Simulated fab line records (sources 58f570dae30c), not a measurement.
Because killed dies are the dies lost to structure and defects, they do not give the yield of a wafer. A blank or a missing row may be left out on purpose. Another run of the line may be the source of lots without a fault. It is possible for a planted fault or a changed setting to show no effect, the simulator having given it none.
Which tool was responsible? -- flow berkeleyCmos170 -- 13 lots, 39 wafers sampled, at 5 steps of a route of 331

== WHAT EACH GAUGE READ, for each wafer ==
UCB170_NSD_CD_MEAS_06: target cd 1200 nm.
lot,measured,on,cdNm (nm)
L570,day 7 14:02,cdSem-02,1199.3 1198.7 1198.2
L573,day 8 03:48,cdSem-02,1200.3 1200.4 1200.7
L571,day 8 04:31,cdSem-02,1198.9 1199.7 1199.7
L572,day 8 04:50,cdSem-01,1199.5 1198.2 1199.5
L574,day 8 18:10,cdSem-02,1201.6 1201.6 1200.0
L575,day 8 18:25,cdSem-02,1200.0 1198.4 1199.3
L577,day 9 06:19,cdSem-01,1200.4 1199.6 1200.7
L579,day 9 20:17,cdSem-02,1201.0 1198.8 1199.2
L578,day 9 20:22,cdSem-01,1199.7 1200.6 1199.6
L588,day 11 18:20,cdSem-01,1197.0 1197.8 1197.5
L590,day 12 13:29,cdSem-01,1198.1 1199.8 1198.1
L591,day 13 03:50,cdSem-02,1199.5 1198.7 1199.6
L592,day 13 04:14,cdSem-02,1201.2 1202.0 1201.4

UCB170_NSD_OVL_MEAS_07.
lot,measured,on,NSD_OVL (nm)
L570,day 7 14:10,overlay-02,-11 -8 -3
L573,day 8 03:55,overlay-02,4 -5 2
L571,day 8 04:38,overlay-02,-1 6 4
L572,day 8 04:55,overlay-01,3 4 10
L574,day 8 18:17,overlay-02,-2 0 -4
L575,day 8 18:32,overlay-01,-13 -6 -1
L577,day 9 06:25,overlay-01,0 -6 -5
L579,day 9 20:23,overlay-01,-7 -11 -2
L578,day 9 20:28,overlay-02,1 6 -1
L588,day 11 18:28,overlay-01,10 0 1
L590,day 12 13:36,overlay-01,-5 -16 -3
L591,day 13 03:57,overlay-01,3 0 -4
L592,day 13 04:20,overlay-01,7 -3 2

UCB170_CONTACT_CD_MEAS_15: target cd 700 nm.
lot,measured,on,cdNm (nm)
L570,day 7 21:08,cdSem-01,697.9 699.8 700.0
L573,day 8 10:37,cdSem-02,702.3 702.0 701.2
L571,day 8 11:09,cdSem-01,697.5 697.0 697.2
L572,day 8 12:46,cdSem-02,699.5 699.8 698.6
L574,day 9 00:47,cdSem-02,700.4 699.1 701.1
L575,day 9 01:41,cdSem-01,701.9 701.2 701.6
L577,day 9 12:26,cdSem-01,699.4 700.3 700.0
L579,day 10 04:44,cdSem-01,698.4 699.3 699.5
L578,day 10 03:02,cdSem-01,698.4 698.4 700.1
L588,day 12 01:37,cdSem-02,704.5 704.3 703.7
L590,day 12 21:29,cdSem-01,699.0 699.1 698.4
L591,day 13 12:00,cdSem-01,701.2 698.3 698.8
L592,day 13 13:04,cdSem-01,699.8 701.1 700.4

UCB170_M1_CD_MEAS_09: target cd 700 nm.
lot,measured,on,cdNm (nm)
L570,day 7 23:44,cdSem-01,699.6 699.3 700.5
L573,day 8 12:50,cdSem-02,701.2 700.9 699.9
L571,day 8 13:16,cdSem-02,697.4 696.0 696.2
L572,day 8 15:33,cdSem-02,701.7 702.6 701.4
L574,day 9 02:40,cdSem-01,700.6 702.1 703.0
L575,day 9 03:37,cdSem-01,698.7 699.3 699.4
L577,day 9 14:22,cdSem-01,699.8 698.9 699.0
L579,day 10 06:35,cdSem-02,699.6 699.4 700.3
L578,day 10 04:58,cdSem-01,702.3 701.2 701.5
L588,day 12 03:35,cdSem-01,697.1 699.2 698.3
L590,day 12 23:17,cdSem-02,698.8 698.9 700.1
L591,day 13 14:53,cdSem-02,697.2 697.4 698.8
L592,day 13 15:12,cdSem-02,696.9 698.6 698.6

== TOOL THAT RAN EACH LOT (tool first, then ch and the chambers of the sampled wafers, then the start) ==
lot,UCB170_CONTACT_SOFTBAKE_11
L570,"lithoTrack-03 ch 0, day 7 20:00"
L573,"lithoTrack-04 ch 0, day 8 09:00"
L571,"lithoTrack-04 ch 0, day 8 10:00"
L572,"lithoTrack-03 ch 0, day 8 11:00"
L574,"lithoTrack-01 ch 0, day 9 00:00"
L575,"lithoTrack-04 ch 0, day 9 01:00"
L577,"lithoTrack-01 ch 0, day 9 11:00"
L579,"lithoTrack-04 ch 0, day 10 03:00"
L578,"lithoTrack-03 ch 0, day 10 02:00"
L588,"lithoTrack-01 ch 0, day 12 00:00"
L590,"lithoTrack-03 ch 0, day 12 20:00"
L591,"lithoTrack-03 ch 0, day 13 10:00"
L592,"lithoTrack-04 ch 0, day 13 11:00"
- UCB170_CONTACT_SOFTBAKE_11: time 60 s.

== AS READ BY THE TOOLS THEMSELVES (means over the sampled wafers that have a number; for cases with no such wafer, the mark the record gives instead) ==
UCB170_CONTACT_SOFTBAKE_11.
lot,tool,plateTempC (C)
L570,lithoTrack-03,129.89
L573,lithoTrack-04,130.14
L571,lithoTrack-04,129.81
L572,lithoTrack-03,129.70
L574,lithoTrack-01,129.90
L575,lithoTrack-04,130.03
L577,lithoTrack-01,130.01
L579,lithoTrack-04,130.04
L578,lithoTrack-03,129.79
L588,lithoTrack-01,129.86
L590,lithoTrack-03,129.96
L591,lithoTrack-03,129.96
L592,lithoTrack-04,130.13

== THE ANSWER, worked out from the rows above alone ==
Rule: the usual values come from the lots themselves. Put in order of their means at a reading, lots are off if they are a third of the lots or fewer, leave a main group of 4 or more, and stand apart from it by a gap of 3 or more times the standard deviation of the main group's means; of several such gaps the widest counts. A main group whose means are all the same, to the digits that the tables above print for the reading, isn't used. A lot without any number at a reading at which 4 lots or more have one is off too. The other lots that the step has rows for count as sound. The gauges are gone through in route order, then the tools' own readings, and for those a lot's mean is taken as printed above. At the first step where some lot is off, the reading lying furthest off is the one used; lots without a number count as furthest.
No lot is off on any of the readings shown, so nothing can be concluded from this.

== WHAT HAD BEEN PUT IN BY THE SIMULATOR ==
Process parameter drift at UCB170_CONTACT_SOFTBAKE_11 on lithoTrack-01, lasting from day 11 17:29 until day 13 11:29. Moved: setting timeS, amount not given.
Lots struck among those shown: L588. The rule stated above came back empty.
